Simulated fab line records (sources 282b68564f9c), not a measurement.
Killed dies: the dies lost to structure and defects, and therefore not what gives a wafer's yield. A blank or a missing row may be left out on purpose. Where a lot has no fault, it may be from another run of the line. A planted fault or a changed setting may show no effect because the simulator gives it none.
Split-lot study	flow rit-cmos	on a route of 202 steps: 5 lots, 23 wafers read

## ON THE SPLIT
At RIT_SDANNEAL_CLEAN_00 (cleans in SC1, time 600 s), the setting time-s was moved away from the recipe's 600 s on 15 of the 23 wafers read, by +8.1% to +11.8%. For the rest of the wafers, this setting stayed at what the recipe calls for.

## FROM THE SPLIT TO THE READING: what the file shows between them, 18 steps
- RIT_SDANNEAL_CLEAN_01: cleans in dHF, time 28.5 s
- RIT_SDANNEAL_CLEAN_02: cleans in SC2, time 600 s
- RIT_SDANNEAL_RS_MEAS_06: measures by four-point-probe
- RIT_CONTACT_COAT_03: resist thk 1000 nm (also split here: resist-thk-nm)
- RIT_CONTACT_SOFTBAKE_04: time 60 s
- RIT_CONTACT_EXPOSE_05: exposes mask M11, target cd 1000 nm
- RIT_CONTACT_PEB_06
- RIT_CONTACT_DEVELOP_07: develop time 120 s
- RIT_CONTACT_CD_MEAS_08: target cd 1000 nm
- RIT_CONTACT_HARDBAKE_10: time 60 s
- RIT_CONTACT_ETCH_11: etches SiO2 in CHF3/CF4/Ar, stops on TiSi2, target depth 480 nm, time 320 s (also split here: time-s)
- RIT_M1_COAT_04: resist thk 1300 nm (also split here: resist-thk-nm)
- RIT_M1_SOFTBAKE_05: time 60 s
- RIT_M1_EXPOSE_06: exposes mask M12, target cd 2600 nm
- RIT_M1_PEB_07
- RIT_M1_DEVELOP_08: develop time 69.88 s
- RIT_M1_CD_MEAS_09: target cd 2600 nm
- RIT_M1_HARDBAKE_11: time 120 s

## THE READING
etest.nldd.rs-ohm-sq (the simulator's own value, which no gauge read), at RIT_M1_PROBE_99. No usual value for it is given in the file. The 8 wafers here that ran the recipe average 352.4, standard deviation 5.3.

wafer	tool, chamber at the split	time-s as run, s	against the recipe	etest.nldd.rs-ohm-sq	against lot-mates on the recipe
L075.2	-, -	670.9	+11.8%	409	no lot-mate on the recipe
L075.3	-, -	670.9	+11.8%	417.5	no lot-mate on the recipe
L075.4	-, -	670.9	+11.8%	410.1	no lot-mate on the recipe
L075.5	-, -	670.9	+11.8%	419.4	no lot-mate on the recipe
L075.6	-, -	670.9	+11.8%	413.6	no lot-mate on the recipe
L077.2	-, -	648.3	+8.1%	400.2	no lot-mate on the recipe
L077.3	-, -	648.3	+8.1%	396.6	no lot-mate on the recipe
L077.4	-, -	648.3	+8.1%	405.6	no lot-mate on the recipe
L077.5	-, -	648.3	+8.1%	408.6	no lot-mate on the recipe
L077.6	-, -	648.3	+8.1%	403.1	no lot-mate on the recipe
L078.3	wet-bench-04, 0	600	recipe	358.6	-
L078.5	wet-bench-04, 0	600	recipe	358	-
L078.6	wet-bench-04, 0	600	recipe	360.7	-
L080.2	-, -	600	recipe	348.6	-
L080.3	-, -	600	recipe	350.5	-
L080.4	-, -	600	recipe	348.2	-
L080.5	-, -	600	recipe	346.5	-
L080.6	-, -	600	recipe	348	-
L084.1	-, -	656.7	+9.5%	404.3	no lot-mate on the recipe
L084.2	-, -	656.7	+9.5%	397.9	no lot-mate on the recipe
L084.3	-, -	656.7	+9.5%	403.1	no lot-mate on the recipe
L084.4	-, -	656.7	+9.5%	390.5	no lot-mate on the recipe
L084.5	-, -	656.7	+9.5%	403.8	no lot-mate on the recipe

FIT RESULTS
A straight line over all 23 wafers: etest.nldd.rs-ohm-sq changes by +5.29 for each +1% of time-s; r = +0.97; the points scatter about the line by 6.4.
Too few moved wafers with a lot-mate on the recipe to fit a line net of each lot's own level.

## THE FILE'S OWN FIT
etest.nldd.rs-ohm-sq changes by +5.29 for each +1% of time-s, r = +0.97.
